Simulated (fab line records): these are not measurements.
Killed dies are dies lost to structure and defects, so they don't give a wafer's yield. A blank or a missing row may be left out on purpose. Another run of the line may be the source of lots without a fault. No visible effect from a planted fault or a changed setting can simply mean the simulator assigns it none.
Struck lot and sound lot, side by side -- flow rit cmos -- 27 out of 202 route steps
Sound: these wafers, L958.1, L958.3, L958.5. Wafers struck: L957.2, L957.4, L957.5. At the end, the cause is stated.
For every step that has rows: the tool of each side, followed by ch and its chambers, followed by its first start. Under that, the readings that differ: sound wafers -- struck wafers -- difference of the means -- sigmas: that difference in standard deviations of wafers without a fault.
alike: same words and numbers on both sides, and readings whose means sit less than 2 such deviations apart. not compared: any withheld reading, any reading some wafer has no value for, any bound like >300 that may hide the same value, and any number with overlapping values for which the record gives no deviation.
A row with sigmas, a row that says differs or no value, or rows on one side alone: a step with any of these is where the two part. Non-overlapping numbers with no deviation appear without sigmas and do not part them. A reading missing from all wafers of one side parts the sides only when that side holds two or more wafers.

first, 4 steps without rows for these wafers: RIT_CONTACT_SOFTBAKE_04 (time 60 s); RIT_CONTACT_EXPOSE_05 (exposes mask M11, target cd 1000 nm); RIT_CONTACT_PEB_06; RIT_CONTACT_DEVELOP_07 (develop time 120 s).
RIT_CONTACT_CD_MEAS_08: the cd target is 1000 nm.
  sound on cd sem-02 at day 3 21:49; struck on cd sem-02 at day 3 18:17
  alike: cd nm
RIT_CONTACT_OVL_MEAS_09:
  sound on overlay-02 at day 3 21:56; struck on overlay-01 at day 3 18:24
  alike: CONTACT_OVL
then, 1 step without rows for these wafers: RIT_CONTACT_HARDBAKE_10 (time 60 s).
RIT_CONTACT_ETCH_11: etches SiO2 in CHF3/CF4/Ar, stops on TiSi2, target depth 480 nm, time 320 s.
  sound on rie diel-03 ch 1,3, day 3 22:07; struck on rie diel-04 ch 0,2,3, day 3 18:40
  alike: chamber pressure mTorr, drypump motor current A, mfc ar sccm, oes product au, rf fwd power W, throttle valve pct
  not compared: rf hours counter h
RIT_CONTACT_STRIP_12: strips in O2, time 180 s.
  sound on plasma asher-02 ch 0,1, day 3 22:19; struck on plasma asher-02 ch 0,1, day 3 18:51
  alike: chamber pressure mTorr, drypump motor current A
  not compared: rf hours counter h
RIT_CONTACT_CD_MEAS_90: the cd target is 1000 nm.
  sound on cd sem-02 at day 3 22:29; struck on cd sem-02 at day 3 19:03
  alike: cd nm
then, 2 steps without rows for these wafers: RIT_CONTACT_CLEAN_13 (cleans in SC1, time 600 s); RIT_CONTACT_CLEAN_14 (cleans in SC2, time 600 s).
RIT_M1_SPUTTER_00: material Al, target thk 400 nm, time 500 s.
  sound on pvd sputter-02 at day 3 22:59; struck on pvd sputter-03 at day 3 19:58
  alike: chamber pressure pa, throttle valve pct
RIT_M1_RS_MEAS_01: a four-point-probe measurement.
  sound on film metro-03 at day 3 23:17; struck on film metro-01 at day 3 20:17
reading,sound,struck,difference,sigmas
M1_AL_RS (ohm/sq),0.0701 0.0728 0.0712,0.0363 0.0359 0.0362,-0.0352,-39
RIT_M1_THK_MEAS_02: measures by xrf.
  sound on film metro-03 at day 3 23:25; struck on film metro-01 at day 3 20:24
reading,sound,struck,difference,sigmas
M1_AL_THK (nm),420 405 413,806 822 810,+400,+74
then, 6 steps without rows for these wafers: RIT_M1_HMDS_03 (prime time 60 s); RIT_M1_COAT_04 (resist thk 1300 nm); RIT_M1_SOFTBAKE_05 (time 60 s); RIT_M1_EXPOSE_06 (exposes mask M12, target cd 2600 nm); RIT_M1_PEB_07; RIT_M1_DEVELOP_08 (develop time 68 s).
RIT_M1_CD_MEAS_09: the cd target is 2600 nm.
  sound on cd sem-02 at day 4 00:49; struck on cd sem-01 at day 3 22:01
reading,sound,struck,difference,sigmas
cd nm (nm),2603.6 2603.2 2602.5,2597.6 2595.8 2596.8,-6.4,-2
RIT_M1_OVL_MEAS_10:
  sound on overlay-01 at day 4 00:56; struck on overlay-01 at day 3 22:07
  alike: M1_OVL
then, 1 step without rows for these wafers: RIT_M1_HARDBAKE_11 (time 120 s).
RIT_M1_METAL_ETCH_12: etches Al in Cl2/BCl3, stops on SiO2, time 165 s, target depth 600 nm.
  sound on rie metal-04 ch 0,1, day 4 01:13; struck on rie metal-03 ch 0,1, day 3 22:24
reading,sound,struck,difference,sigmas
chamber pressure mTorr (mTorr),100.13 100.12 100.07,99.92 99.74 100.03,-0.21,-3
oes product au (a.u.),0.794 0.777 0.795,1.010 1.000 0.997,+0.214,+23
model.etch.depth nm (nm),418.8 403.1 413,609.3 604.3 605.7,+194.8,
model.M1.feature depth nm (nm),449.4 437 447,609.3 604.3 605.7,+162.0,
  alike: drypump motor current A, rf fwd power W, throttle valve pct
  not compared: rf hours counter h
then, 1 step without rows for these wafers: RIT_M1_STRIP_13 (strips in nmp, time 600 s).
RIT_M1_PROBE_99:
  sound on prober-02 at day 4 03:29; struck on prober-01 at day 4 00:47
reading,sound,struck,difference,sigmas
defect limited yield (%),98.1 98.5 98.9,0 0 0,-98,-82
killed_at_M0_to_M3,0 0 0,256 254 258,+256,+99 or more
killed dies,5 4 3,264 264 264,+260,+84
killed on rim,0 0 2,70 70 70,+69,+46
sort_bin_5_function (%),0.8 0.8 1.1,99.2 97.3 98.5,+97.4,+99 or more
sort n pass,259 260 261,0 0 0,-260,-84
sort yield pct (%),98.1 98.5 98.9,0 0 0,-98,-82
  alike: killed at contacts, killed at front end, killed open, killed short, sort_bin_3_pad_short, sort_bin_6_memory

## WHERE THEY PART
Last at RIT_M1_PROBE_99 as far as this record goes, first at RIT_M1_RS_MEAS_01.

WHY: the cause the simulator had injected
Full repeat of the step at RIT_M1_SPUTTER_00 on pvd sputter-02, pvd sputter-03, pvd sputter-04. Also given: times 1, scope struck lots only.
